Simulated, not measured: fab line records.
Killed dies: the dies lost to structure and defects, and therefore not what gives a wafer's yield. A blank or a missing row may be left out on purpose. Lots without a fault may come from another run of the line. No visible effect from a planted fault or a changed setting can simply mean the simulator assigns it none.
Which of the tools did it? + flow ritCmos + Sampling: 12 lots, 36 wafers, 6 of 202 route steps

WHAT THE GAUGES SHOWED, per wafer
RIT_ACTIVE_CD_MEAS_90: target cd 1400 nm.
| lot  | measured    | on       | cdNm (nm)            |
|------|-------------|----------|----------------------|
| L248 | day 1 16:53 | cdSem-02 | 1401.8 1400.7 1401.7 |
| L249 | day 1 20:37 | cdSem-02 | 1398.6 1397.7 1400.1 |
| L250 | day 2 01:13 | cdSem-02 | 1396.5 1396.6 1394.9 |
| L251 | day 2 07:09 | cdSem-01 | 1399.4 1402.8 1399.5 |
| L252 | day 2 14:32 | cdSem-01 | 1400.9 1401.8 1400.8 |
| L253 | day 2 19:31 | cdSem-01 | 1401.0 1402.1 1402.4 |
| L254 | day 2 21:14 | cdSem-01 | 1400.2 1399.0 1397.8 |
| L256 | day 3 07:11 | cdSem-02 | 1399.3 1398.5 1394.9 |
| L258 | day 3 17:07 | cdSem-01 | 1401.3 1400.9 1402.2 |
| L259 | day 3 22:50 | cdSem-01 | 1401.0 1402.3 1400.6 |
| L260 | day 4 03:16 | cdSem-02 | 1404.0 1403.3 1403.7 |
| L271 | day 6 11:04 | cdSem-02 | 1398.9 1398.7 1396.3 |

RIT_FOX2_THK_MEAS_90.
| lot  | measured    | on           | FIELD_OXIDE_LEFT_1_THK (nm) |
|------|-------------|--------------|-----------------------------|
| L248 | day 1 21:02 | filmMetro-03 | 325 330 324                 |
| L249 | day 2 00:53 | filmMetro-03 | 335 326 329                 |
| L250 | day 2 13:38 | filmMetro-01 | 320 319 317                 |
| L251 | day 2 15:13 | filmMetro-01 | 319 321 322                 |
| L252 | day 2 18:42 | filmMetro-01 | 323 326 332                 |
| L253 | day 3 02:28 | filmMetro-01 | 316 313 317                 |
| L254 | day 3 02:28 | filmMetro-02 | 324 326 325                 |
| L256 | day 3 11:20 | filmMetro-03 | 321 323 326                 |
| L258 | day 3 21:20 | filmMetro-03 | 317 317 315                 |
| L259 | day 4 07:15 | filmMetro-02 | 319 312 316                 |
| L260 | day 4 08:41 | filmMetro-02 | 325 324 326                 |
| L271 | day 6 16:29 | filmMetro-02 | 331 328 337                 |

RIT_PWELL_TW_MEAS_10.
| lot  | measured    | on           | PWELL_TW    |
|------|-------------|--------------|-------------|
| L248 | day 2 00:23 | filmMetro-04 | 963 966 962 |
| L249 | day 2 04:15 | filmMetro-04 | 958 961 961 |
| L250 | day 2 16:52 | filmMetro-03 | 953 955 954 |
| L251 | day 2 18:19 | filmMetro-03 | 949 948 949 |
| L252 | day 2 22:03 | filmMetro-04 | 952 956 960 |
| L253 | day 3 05:41 | filmMetro-03 | 943 944 947 |
| L254 | day 3 05:56 | filmMetro-04 | 963 957 961 |
| L256 | day 3 14:40 | filmMetro-04 | 963 957 962 |
| L258 | day 4 00:36 | filmMetro-04 | 985 989 985 |
| L259 | day 4 10:38 | filmMetro-01 | 983 975 976 |
| L260 | day 4 12:02 | filmMetro-01 | 975 970 972 |
| L271 | day 6 19:51 | filmMetro-01 | 950 947 948 |

RIT_WELLDRIVE_RS_MEAS_02: uses a four-point probe to measure.
| lot  | measured    | on           | PWELL_RS (ohm/sq) |
|------|-------------|--------------|-------------------|
| L248 | day 2 06:19 | filmMetro-03 | 429.6 430.2 430.1 |
| L249 | day 2 09:58 | filmMetro-04 | 429.8 428.9 428.7 |
| L250 | day 2 23:02 | filmMetro-01 | 429.4 429.8 430.8 |
| L251 | day 2 23:35 | filmMetro-04 | 429.9 428.7 430.7 |
| L252 | day 3 04:40 | filmMetro-03 | 430.4 432.0 430.3 |
| L253 | day 3 10:58 | filmMetro-04 | 431.0 430.8 430.4 |
| L254 | day 3 11:13 | filmMetro-01 | 430.9 430.9 430.4 |
| L256 | day 3 20:40 | filmMetro-04 | 429.2 429.5 429.0 |
| L258 | day 4 05:59 | filmMetro-01 | 409.8 411.2 410.4 |
| L259 | day 4 17:05 | filmMetro-04 | 408.5 408.0 407.2 |
| L260 | day 4 18:25 | filmMetro-04 | 410.0 411.5 410.1 |
| L271 | day 7 01:08 | filmMetro-01 | 429.6 430.3 429.1 |

RIT_PRETRO_OVL_MEAS_06.
| lot  | measured    | on         | PRETRO_OVL (nm) |
|------|-------------|------------|-----------------|
| L248 | day 2 09:05 | overlay-02 | 0.1 2.3 0.2     |
| L249 | day 2 12:59 | overlay-02 | 0.7 -2.2 -1.1   |
| L250 | day 3 01:46 | overlay-02 | -1.5 -2.5 -2.3  |
| L251 | day 3 02:22 | overlay-02 | 0.0 -1.0 -1.4   |
| L252 | day 3 07:19 | overlay-02 | -2.4 -0.8 -1.3  |
| L253 | day 3 13:35 | overlay-02 | -0.2 -2.9 -2.9  |
| L254 | day 3 13:59 | overlay-01 | -0.1 0.7 1.5    |
| L256 | day 3 23:12 | overlay-01 | -2.9 -0.7 -1.1  |
| L258 | day 4 09:07 | overlay-01 | -3.9 -5.3 -2.8  |
| L259 | day 4 19:55 | overlay-02 | -0.6 -1.0 1.2   |
| L260 | day 4 21:16 | overlay-01 | 1.2 -0.6 0.7    |
| L271 | day 7 03:42 | overlay-01 | -0.5 -0.3 0.6   |

EACH LOT AND THE TOOL THAT RAN IT (in order: tool; ch and the chambers of the sampled wafers; start)
| lot  | RIT_PWELL_IMPLANT_08           |
|------|--------------------------------|
| L248 | implanter-04 ch 0, day 2 00:06 |
| L249 | implanter-03 ch 0, day 2 03:55 |
| L250 | implanter-03 ch 0, day 2 16:33 |
| L251 | implanter-04 ch 0, day 2 18:01 |
| L252 | implanter-03 ch 0, day 2 21:44 |
| L253 | implanter-04 ch 0, day 3 05:22 |
| L254 | implanter-03 ch 0, day 3 05:38 |
| L256 | implanter-04 ch 0, day 3 14:22 |
| L258 | implanter-04 ch 0, day 4 00:17 |
| L259 | implanter-04 ch 0, day 4 10:19 |
| L260 | implanter-04 ch 0, day 4 11:42 |
| L271 | implanter-04 ch 0, day 6 19:31 |
- RIT_PWELL_IMPLANT_08

WHAT THE TOOLS THEMSELVES READ (means of the sampled wafers that have a number; where no wafer has one, the mark that the record gives instead)
RIT_PWELL_IMPLANT_08.
| lot  | tool         | beamEnergyKeV | doseIonsCm2 | faradayCurrentUA | tiltDeg (degrees) |
|------|--------------|---------------|-------------|------------------|-------------------|
| L248 | implanter-04 | 169.99        | 6.995e+13   | 221              | 7.026             |
| L249 | implanter-03 | 170.00        | 7.005e+13   | 221              | 6.999             |
| L250 | implanter-03 | 170.08        | 6.998e+13   | 224              | 7.002             |
| L251 | implanter-04 | 170.08        | 6.999e+13   | 221              | 7.004             |
| L252 | implanter-03 | 169.99        | 6.999e+13   | 223              | 7.005             |
| L253 | implanter-04 | 170.04        | 7.000e+13   | 226              | 6.998             |
| L254 | implanter-03 | 170.06        | 7.007e+13   | 220              | 6.973             |
| L256 | implanter-04 | 170.02        | 6.997e+13   | 225              | 6.982             |
| L258 | implanter-04 | 170.03        | 7.570e+13   | 247              | 6.986             |
| L259 | implanter-04 | 169.99        | 7.553e+13   | 241              | 7.008             |
| L260 | implanter-04 | 170.00        | 7.551e+13   | 242              | 7.019             |
| L271 | implanter-04 | 169.96        | 7.003e+13   | 221              | 6.987             |

THE ANSWER, worked out from the rows above alone
Rule: usual is defined by the lots themselves. Put in order of their means at a reading, lots are off if they are a third of the lots or fewer, leave a main group of 4 or more, and stand apart from it by a gap of 3 or more times the standard deviation of the main group's means; of several such gaps the widest counts. A main group is skipped when, at the precision printed for the reading in the tables above, its means are all equal. Also off: a lot with no number at a reading for which 4 or more lots have one. Any other lot the step has rows for is counted as sound. Order of review: gauges by route order, followed by the tools' own readings, for which a lot's mean as printed above is used. The first step at which some lot is off is used, and at that step the reading that is off furthest; a lot without a number counts as furthest.
Off: L258, L259, L260, at RIT_WELLDRIVE_RS_MEAS_02 (PWELL_RS). For the main group the mean is 430.0 ohm/sq and the standard deviation 0.61.
A tool fits if, at a process step before that reading, it ran every lot that is off, and no sound lot after the first of them. Not tried: the gauges at RIT_WELLDRIVE_RS_MEAS_02; whatever is off there is also off at RIT_PWELL_IMPLANT_08, on other tools, and gauge error can't account for it. None of those tried fits.

WHAT WAS PUT IN BY THE SIMULATOR
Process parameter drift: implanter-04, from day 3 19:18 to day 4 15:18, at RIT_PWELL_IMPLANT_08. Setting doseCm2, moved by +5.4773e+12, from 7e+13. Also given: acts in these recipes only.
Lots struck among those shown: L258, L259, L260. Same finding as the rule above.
